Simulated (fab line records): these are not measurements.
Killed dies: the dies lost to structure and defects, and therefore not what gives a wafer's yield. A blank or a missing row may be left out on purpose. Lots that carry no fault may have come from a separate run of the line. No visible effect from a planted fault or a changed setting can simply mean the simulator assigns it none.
Which tool did it? ; flow berkeleyCmos170 ; Sampling: 15 lots, 45 wafers, 2 of 331 route steps

== WHAT THE GAUGES READ, wafer by wafer ==
UCB170_NWELL_TW_MEAS_16.
lot;measured;on;NWELL_TW
L266;day 2 11:01;filmMetro-04;1250 1247 1251
L267;day 2 11:17;filmMetro-02;1250 1249 1246
L268;day 2 20:03;filmMetro-04;1249 1243 1245
L273;day 4 01:01;filmMetro-02;1283 1286 1289 1287 1282 1280
L275;day 4 05:23;filmMetro-04;1248 1250 1246
L276;day 4 15:19;filmMetro-01;1273 1278 1285 1285 1279 1279
L278;day 5 02:26;filmMetro-04;1283 1287 1287 1286 1292 1292
L279;day 5 02:43;filmMetro-02;1244 1246 1240
L281;day 5 13:31;filmMetro-01;1237 1240 1238
L282;day 6 01:01;filmMetro-04;1236 1251 1239
L284;day 6 06:32;filmMetro-01;1246 1240 1240
L286;day 6 13:13;filmMetro-01;1231 1235 1234
L285;day 6 13:30;filmMetro-02;1246 1247 1249
L288;day 7 01:07;filmMetro-04;1247 1240 1245
L289;day 7 09:07;filmMetro-04;1244 1250 1244

== EACH LOT AND THE TOOL THAT RAN IT (in order: tool; ch and the chambers of the sampled wafers; start) ==
lot;UCB170_NWELL_IMPLANT_14
L266;implanter-04 ch 0, day 2 10:46
L267;implanter-04 ch 0, day 2 11:05
L268;implanter-01 ch 0, day 2 19:49
L273;implanter-04 ch 0, day 4 00:46
L275;implanter-01 ch 0, day 4 05:09
L276;implanter-04 ch 0, day 4 15:05
L278;implanter-04 ch 0, day 5 02:11
L279;implanter-02 ch 0, day 5 02:30
L281;implanter-02 ch 0, day 5 13:16
L282;implanter-02 ch 0, day 6 00:46
L284;implanter-01 ch 0, day 6 06:17
L286;implanter-02 ch 0, day 6 12:58
L285;implanter-01 ch 0, day 6 13:15
L288;implanter-02 ch 0, day 7 00:55
L289;implanter-01 ch 0, day 7 08:52
- UCB170_NWELL_IMPLANT_14

== AS READ BY THE TOOLS THEMSELVES (means over the sampled wafers that have a number; for cases with no such wafer, the mark the record gives instead) ==
UCB170_NWELL_IMPLANT_14.
lot;tool;beamEnergyKeV;tiltDeg (degrees)
L266;implanter-04;150.05;7.030
L267;implanter-04;150.03;7.003
L268;implanter-01;150.01;6.989
L273;implanter-04;174.19;6.997
L275;implanter-01;150.06;7.002
L276;implanter-04;174.18;6.997
L278;implanter-04;174.15;7.007
L279;implanter-02;150.06;7.001
L281;implanter-02;149.99;7.005
L282;implanter-02;149.99;6.983
L284;implanter-01;149.99;7.003
L286;implanter-02;150.05;6.990
L285;implanter-01;150.01;7.022
L288;implanter-02;150.00;7.009
L289;implanter-01;150.04;6.997

== THE ANSWER, worked out from the rows above alone ==
Rule: the lots themselves supply what counts as usual. Put in order of their means at a reading, lots are off if they are a third of the lots or fewer, leave a main group of 4 or more, and stand apart from it by a gap of 3 or more times the standard deviation of the main group's means; of several such gaps the widest counts. A main group is skipped when, at the precision printed for the reading in the tables above, its means are all equal. Also off: a lot with no number at a reading for which 4 or more lots have one. The other lots that the step has rows for count as sound. First the gauges in route order, then the tools' own readings, where a lot's mean is used as printed above. The first step at which some lot is off is used, and at that step the reading that is off furthest; a lot without a number counts as furthest.
Off: L273, L276, L278, seen at UCB170_NWELL_TW_MEAS_16 (NWELL_TW). For the main group the mean is 1244 and the standard deviation 4.4.
If a tool, at a process step before that reading, ran all the lots that are off and no sound lot after the first of them, it fits. Not tried: the gauges at UCB170_NWELL_TW_MEAS_16; whatever is off there is also off at UCB170_NWELL_IMPLANT_14, on other tools, and gauge error can't account for it. One fits: implanter-04 at UCB170_NWELL_IMPLANT_14. Its last sound lot is L267 (day 2 11:05), its first lot that is off L273 (day 4 00:46): a fault that began between those two fits.
On the lots that are off, the tool's own readings at UCB170_NWELL_IMPLANT_14 differ by more than 5 times the standard deviation of the sound lots' means, which bears it out; beamEnergyKeV reads 174.17 there versus 150.02 on the sound lots.

== WHAT THE SIMULATOR PUT IN ==
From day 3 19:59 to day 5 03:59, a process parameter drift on implanter-04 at UCB170_NWELL_IMPLANT_14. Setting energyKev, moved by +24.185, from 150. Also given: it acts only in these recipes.
Lots struck among those shown: L273, L276, L278. The rule given above showed the same thing.
